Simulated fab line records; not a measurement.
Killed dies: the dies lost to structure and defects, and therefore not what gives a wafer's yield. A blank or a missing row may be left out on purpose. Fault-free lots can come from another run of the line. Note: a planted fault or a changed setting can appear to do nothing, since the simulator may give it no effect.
Which tool was responsible?	flow rit-cmos	14 lots with 42 wafers sampled at 3 steps, on a route of 202 steps

== WHAT EACH GAUGE READ, for each wafer ==
RIT_NLDD_TW_MEAS_10.
lot	measured	on	NLDD_TW
L179	day 2 22:04	film-metro-01	2498 2498 2513
L181	day 3 05:40	film-metro-04	2511 2510 2527
L182	day 3 10:50	film-metro-04	2535 2525 2538
L183	day 3 14:43	film-metro-01	2486 2489 2487
L184	day 3 18:34	film-metro-04	2528 2520 2515
L186	day 4 09:27	film-metro-01	2482 2494 2501
L187	day 4 11:55	film-metro-04	2511 2500 2514
L188	day 4 15:31	film-metro-02	2505 2503 2499
L192	day 5 12:31	film-metro-02	2717 2689 2710 2689 2698 2695
L193	day 5 16:50	film-metro-02	2695 2696 2694 2691 2697 2694
L194	day 5 23:07	film-metro-01	2478 2501 2484
L195	day 6 06:12	film-metro-04	2511 2520 2512
L196	day 6 19:29	film-metro-02	2507 2502 2514
L202	day 8 16:34	film-metro-01	2504 2486 2494

RIT_SDANNEAL_RS_MEAS_07: the measuring method here is four-point-probe.
lot	measured	on	NLDD_RS (ohm/sq)
L179	day 3 06:31	film-metro-04	151.1 151.4 150.8
L181	day 3 13:43	film-metro-01	151.7 151.7 151.8
L182	day 3 19:08	film-metro-04	151.2 152.1 151.5
L183	day 3 22:52	film-metro-04	151.8 151.3 151.4
L184	day 4 02:35	film-metro-04	151.3 151.9 151.8
L186	day 4 17:32	film-metro-02	152.2 152.4 152.2
L187	day 4 19:55	film-metro-02	152.0 152.2 152.3
L188	day 4 23:16	film-metro-04	152.2 151.9 151.6
L192	day 6 02:04	film-metro-02	148.4 148.0 147.9 148.1 148.2 147.8
L193	day 6 09:51	film-metro-01	147.4 147.7 147.3 147.5 147.6 147.3
L194	day 6 07:08	film-metro-04	152.1 151.5 151.8
L195	day 6 13:59	film-metro-04	151.4 151.5 152.2
L196	day 7 03:30	film-metro-02	152.2 152.0 151.8
L202	day 9 01:04	film-metro-01	151.8 151.7 152.3

== WHICH TOOL RAN EACH LOT (tool, then ch and the chambers of the sampled wafers, then the start) ==
lot	RIT_NLDD_IMPLANT_08
L179	implanter-04 ch 0, day 2 21:47
L181	implanter-01 ch 0, day 3 05:22
L182	implanter-04 ch 0, day 3 10:31
L183	implanter-03 ch 0, day 3 14:23
L184	implanter-01 ch 0, day 3 18:16
L186	implanter-03 ch 0, day 4 09:08
L187	implanter-04 ch 0, day 4 11:35
L188	implanter-03 ch 0, day 4 15:14
L192	implanter-03 ch 0, day 5 12:14
L193	implanter-03 ch 0, day 5 16:32
L194	implanter-04 ch 0, day 5 22:48
L195	implanter-01 ch 0, day 6 05:55
L196	implanter-04 ch 0, day 6 19:11
L202	implanter-03 ch 0, day 8 16:16
- RIT_NLDD_IMPLANT_08

== AS READ BY THE TOOLS THEMSELVES (means over the sampled wafers that have a number; for cases with no such wafer, the mark the record gives instead) ==
RIT_NLDD_IMPLANT_08.
lot	tool	beam-energy-keV	tilt-deg (degrees)
L179	implanter-04	20.006	6.988
L181	implanter-01	19.999	6.984
L182	implanter-04	19.996	6.987
L183	implanter-03	19.997	7.001
L184	implanter-01	20.000	7.002
L186	implanter-03	20.011	6.989
L187	implanter-04	19.996	6.998
L188	implanter-03	20.003	7.013
L192	implanter-03	26.003	7.019
L193	implanter-03	25.999	7.009
L194	implanter-04	20.004	7.012
L195	implanter-01	19.994	7.027
L196	implanter-04	19.990	7.008
L202	implanter-03	19.995	6.997

== THE ANSWER, worked out from the rows above alone ==
Rule: the lots themselves supply what counts as usual. Put in order of their means at a reading, lots are off if they are a third of the lots or fewer, leave a main group of 4 or more, and stand apart from it by a gap of 3 or more times the standard deviation of the main group's means; of several such gaps the widest counts. A main group whose means are all the same, to the digits that the tables above print for the reading, isn't used. Also off: a lot with no number at a reading for which 4 or more lots have one. The other lots that the step has rows for count as sound. The gauges are gone through in route order, then the tools' own readings, and for those a lot's mean is taken as printed above. At the first step where some lot is off, the reading lying furthest off is the one used; lots without a number count as furthest.
Off: L192, L193, seen at RIT_NLDD_TW_MEAS_10 (NLDD_TW). The main group: mean 2506, standard deviation 13.
If a tool, at a process step before that reading, ran all the lots that are off and no sound lot after the first of them, it fits. The gauges at RIT_NLDD_TW_MEAS_10 aren't tried: what is off there is off at RIT_NLDD_IMPLANT_08 too, on other tools, and a gauge's error can't cause that. No candidate that was tried fits.

== WHAT WAS PUT IN BY THE SIMULATOR ==
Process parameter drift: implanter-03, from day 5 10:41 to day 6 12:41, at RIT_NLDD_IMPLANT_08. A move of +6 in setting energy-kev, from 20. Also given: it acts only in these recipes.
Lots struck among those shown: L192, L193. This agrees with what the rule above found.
